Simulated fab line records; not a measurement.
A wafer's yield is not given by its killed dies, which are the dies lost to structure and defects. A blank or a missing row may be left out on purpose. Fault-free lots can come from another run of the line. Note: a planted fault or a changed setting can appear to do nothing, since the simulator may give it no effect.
Comparing a struck lot with a sound one / flow berkeley_cmos170 / 24 out of 331 route steps
Sound: wafers L924.1, L924.4, L924.5. The struck wafers were L934.3, L934.4, L934.6. The cause comes at the end.
Per side, at each step with rows, come the tool, then ch with its chambers, and then its first start. Under that, the readings that differ: sound wafers / struck wafers / difference of the means / sigmas: that difference in standard deviations of wafers without a fault.
alike: readings with means less than 2 such deviations apart, plus words and numbers identical on both sides. not compared: withheld readings, readings lacking a value on some wafer, bounds such as >300 that could conceal the same value, and numbers that have no deviation in the record and whose values overlap.
The two part at a step that has a row with sigmas, a row that says differs or no value, or rows on one side only. Numbers that have no deviation but don't overlap get no sigmas and don't part them. A reading missing from all wafers of one side parts the sides only when that side holds two or more wafers.

first, 4 steps without rows for these wafers: UCB170_GATE_SOFTBAKE_08 (time 60 s); UCB170_GATE_EXPOSE_09 (exposes mask POLY, target cd 350 nm); UCB170_GATE_PEB_10; UCB170_GATE_DEVELOP_11 (develop time 45 s).
UCB170_GATE_CD_MEAS_12 targets a cd of 350 nm.
  sound on cd_sem-02 at day 7 02:15; struck on cd_sem-02 at day 9 00:52
reading=cd_nm (nm); sound=352.8 352.1 350.9; struck=348.8 349.5 348.3; difference=-3.1; sigmas=-2
UCB170_GATE_OVL_MEAS_13:
  sound on overlay-02 at day 7 02:22; struck on overlay-02 at day 9 00:58
  alike: GATE_OVL
UCB170_GATE_ETCH_14: etches BARC in N2/H2.
  sound on rie_diel-04 ch 0,1,2, day 7 02:25; struck on rie_diel-02 ch 1,3, day 9 00:59
  alike: drypump_motor_current_A, oes_product_au, rf_fwd_power_W, throttle_valve_pct
UCB170_GATE_ETCH_15: etches poly-Si in HBr/Cl2, stops on SiO2, time 56.3 s, target depth 278.2 nm.
  sound on rie_si-01 ch 2,3, day 7 02:27; struck on rie_si-01 ch 0,1,2, day 9 01:02
  alike: drypump_motor_current_A, oes_product_au, rf_fwd_power_W, throttle_valve_pct
  not compared: rf_hours_counter_h
UCB170_GATE_STRIP_16: strips in O2.
  sound on plasma_asher-02 ch 0,1, day 7 02:30; struck on plasma_asher-04 ch 0,1, day 9 01:07
  alike: drypump_motor_current_A, oes_product_au
  not compared: rf_hours_counter_h
UCB170_GATE_CD_MEAS_90 targets a cd of 350 nm.
  sound on cd_sem-02 at day 7 02:44; struck on cd_sem-02 at day 9 01:13
reading=cd_nm (nm); sound=351.4 353.1 351.1; struck=347.5 349.1 348.2; difference=-3.6; sigmas=-2
then, 2 steps without rows for these wafers: UCB170_GATE_CLEAN_17 (cleans in SPM, time 600 s); UCB170_PLDD_HMDS_00 (prime time 60 s).
UCB170_PLDD_COAT_01: resist thk 900 nm.
  sound on litho_track-02 ch 0, day 7 03:11; struck on litho_track-02 ch 0, day 9 04:02
reading=spin_speed_rpm (rpm); sound=1501.3 1502.2 1500.8; struck=1588.7 1591.4 1589.2; difference=+88.3; sigmas=+91
reading=model.KrF_of_PLDD_COAT_01.thk_nm (nm); sound=899.9 898.6 897.4; struck=877.5 872.4 874; difference=-24.0; sigmas=
  alike: dispense_pressure_kPa
then, 3 steps without rows for these wafers: UCB170_PLDD_SOFTBAKE_02 (time 60 s); UCB170_PLDD_EXPOSE_03 (exposes mask PSELECT, target cd 1200 nm); UCB170_PLDD_PEB_04.
UCB170_PLDD_DEVELOP_05: develop time 45 s.
  sound on litho_track-02 ch 0; struck on litho_track-04 ch 0
reading=model.KrF_of_PLDD_COAT_01.thk_nm (nm); sound=885.7 884.4 883.2; struck=863.3 858.2 859.8; difference=-24.0; sigmas=
UCB170_PLDD_CD_MEAS_06 targets a cd of 1200 nm.
  sound on cd_sem-01 at day 7 04:12; struck on cd_sem-02 at day 9 05:41
  alike: cd_nm
UCB170_PLDD_OVL_MEAS_07:
  sound on overlay-02 at day 7 04:19; struck on overlay-02 at day 9 05:47
  alike: PLDD_OVL
then, 2 steps without rows for these wafers: UCB170_PLDD_IMPLANT_08; UCB170_PLDD_IMPLANT_09.
UCB170_PLDD_STRIP_10: strips in O2.
  sound on plasma_asher-04 ch 0,1, day 7 04:40; struck on plasma_asher-02 ch 0,1, day 9 06:08
reading=strip_time_to_endpoint_s (s); sound=21.63 21.61 21.57; struck=21.09 20.95 20.99; difference=-0.59; sigmas=-12
  alike: drypump_motor_current_A, oes_product_au
  not compared: rf_hours_counter_h
UCB170_PLDD_TW_MEAS_11:
  sound on film_metro-03 at day 7 04:46; struck on film_metro-04 at day 9 06:14
  alike: PLDD_TW
UCB170_M3_PROBE_99:
  record: rows for the struck wafers here (prober-01, day 10 19:44), none for the sound ones

WHERE THEY PART
First at UCB170_GATE_CD_MEAS_12; last, within this record, at UCB170_M3_PROBE_99.

WHY: the cause the simulator had injected
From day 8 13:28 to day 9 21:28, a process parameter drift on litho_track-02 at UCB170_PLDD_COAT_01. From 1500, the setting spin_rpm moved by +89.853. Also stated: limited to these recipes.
